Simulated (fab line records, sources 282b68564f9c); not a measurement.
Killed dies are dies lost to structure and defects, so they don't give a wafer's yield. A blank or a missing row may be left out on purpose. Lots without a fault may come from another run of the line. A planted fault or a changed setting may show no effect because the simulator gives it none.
Which tool did it? | flow rit_cmos | 13 lots, 39 wafers sampled, at 2 steps of a route of 202

WHAT THE GAUGES READ, wafer by wafer
The record holds no reading of a measuring or inspecting step that can be judged against a usual standard deviation.

WHICH TOOL RAN EACH LOT (tool, then ch and the chambers of the sampled wafers, then the start)
lot  | RIT_SPACER_CLEAN_02            | RIT_M1_PROBE_99
L396 | wet_bench-02 ch 1, day 3 02:20 | prober-02, day 3 15:36
L398 | wet_bench-01 ch 0, day 3 11:41 | prober-02, day 4 01:10
L399 | wet_bench-04 ch 0, day 3 20:02 | prober-01, day 4 10:07
L402 | wet_bench-04 ch 3, day 4 08:15 | prober-02, day 4 21:53
L404 | wet_bench-04 ch 2, day 4 20:52 | prober-02, day 5 11:06
L405 | wet_bench-01 ch 1, day 5 00:02 | prober-01, day 5 13:07
L406 | wet_bench-02 ch 3, day 5 07:14 | prober-02, day 5 20:22
L408 | wet_bench-04 ch 3, day 5 14:55 | prober-02, day 6 05:49
L411 | wet_bench-04 ch 3, day 6 05:06 | prober-01, day 6 19:09
L415 | wet_bench-01 ch 2, day 7 09:41 | prober-01, day 7 22:53
L416 | wet_bench-01 ch 2, day 7 10:02 | prober-02, day 8 00:20
L417 | wet_bench-02 ch 3, day 7 19:25 | prober-01, day 8 08:35
L418 | wet_bench-02 ch 2, day 8 07:23 | prober-02, day 8 20:41
- RIT_SPACER_CLEAN_02: cleans in SC2, time 600 s.
- RIT_M1_PROBE_99

WHAT THE TOOLS THEMSELVES READ (means of the sampled wafers that have a number; where no wafer has one, the mark that the record gives instead)
RIT_SPACER_CLEAN_02. Usual: bath_guard_temp_C 74.9 C, standard deviation 0.48; bath_heat_duty_pct 15.6 %, standard deviation 2.7.
lot  | tool         | bath_guard_temp_C (C) | bath_heat_duty_pct (%) | flag
L396 | wet_bench-02 | 75.3                  | 17.7                   |
L398 | wet_bench-01 | 74.6                  | 15.1                   |
L399 | wet_bench-04 | 74.6                  | 13.6                   |
L402 | wet_bench-04 | 74.4                  | 20.3                   |
L404 | wet_bench-04 | 74.6                  | 14.5                   |
L405 | wet_bench-01 | 75.3                  | 14.6                   |
L406 | wet_bench-02 | 74.8                  | 15.2                   |
L408 | wet_bench-04 | 74.5                  | 20.2                   |
L411 | wet_bench-04 | 74.6                  | 20.8                   |
L415 | wet_bench-01 | 75.0                  | 10.8                   |
L416 | wet_bench-01 | 74.7                  | 11.7                   |
L417 | wet_bench-02 | 75.0                  | 14.8                   |
L418 | wet_bench-02 | 76.1                  | 18.8                   |

RIT_M1_PROBE_99. Usual: killed_at_M0_to_M3 0.0, standard deviation 0.12; killed_at_front_end 6.7, standard deviation 2.9; killed_dies 6.8, standard deviation 2.9; killed_on_rim 1.8, standard deviation 1.4; killed_open 3.5, standard deviation 2; killed_short 3.2, standard deviation 1.9.
lot  | tool      | killed_at_M0_to_M3 | killed_at_front_end | killed_dies | killed_on_rim | killed_open | killed_short | flag
L396 | prober-02 | 0.0                | 9.7                 | 9.7         | 1.0           | 3.7         | 6.0          |
L398 | prober-02 | 0.0                | 8.3                 | 8.3         | 1.3           | 5.0         | 3.3          |
L399 | prober-01 | 0.0                | 8.7                 | 8.7         | 3.3           | 5.0         | 3.7          |
L402 | prober-02 | 0.0                | 10.0                | 10.0        | 3.0           | 6.3         | 3.7          |
L404 | prober-02 | 0.0                | 10.7                | 10.7        | 3.7           | 5.3         | 5.3          |
L405 | prober-01 | 0.0                | 9.0                 | 9.0         | 2.7           | 4.0         | 5.0          |
L406 | prober-02 | 0.0                | 11.3                | 11.3        | 1.3           | 6.3         | 5.0          |
L408 | prober-02 | 0.0                | 6.0                 | 6.0         | 1.3           | 2.0         | 4.0          |
L411 | prober-01 | 0.3                | 26.7                | 27.0        | 9.3           | 3.3         | 2.3          | OFF
L415 | prober-01 | 0.0                | 5.7                 | 5.7         | 2.3           | 3.0         | 2.3          |
L416 | prober-02 | 0.0                | 8.3                 | 8.3         | 3.3           | 3.7         | 4.3          |
L417 | prober-01 | 0.0                | 3.3                 | 3.3         | 1.7           | 2.3         | 1.0          |
L418 | prober-02 | 0.0                | 6.7                 | 6.7         | 1.7           | 4.0         | 2.7          |

THE ANSWER, worked out from the rows above alone
Rule: a lot is off if the mean of its wafers that have a number lies more than 3 standard deviations from the usual mean. A lot without any number at a reading at which 4 lots or more have one is off too. The other lots that the step has rows for count as sound. The gauges are gone through in route order, then the tools' own readings, and for those a lot's mean is taken as printed above. The first step at which some lot is off is used, and at that step the reading that is off furthest; a lot without a number counts as furthest.
Off: L411, at RIT_M1_PROBE_99 (killed_dies).
A tool fits if, at that step or a process step before it, it ran every lot that is off, and no sound lot after the first of them. One fits: wet_bench-04 at RIT_SPACER_CLEAN_02. Its last sound lot is L408 (day 5 14:55), its first lot that is off L411 (day 6 05:06): a fault that began between those two fits.

WHAT THE SIMULATOR HAD PUT IN
Chamber particle source: wet_bench-04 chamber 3, from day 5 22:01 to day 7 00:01, at RIT_SPACER_CLEAN_02. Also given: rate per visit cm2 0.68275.
Lots struck among those shown: L411. The rule above found the same.
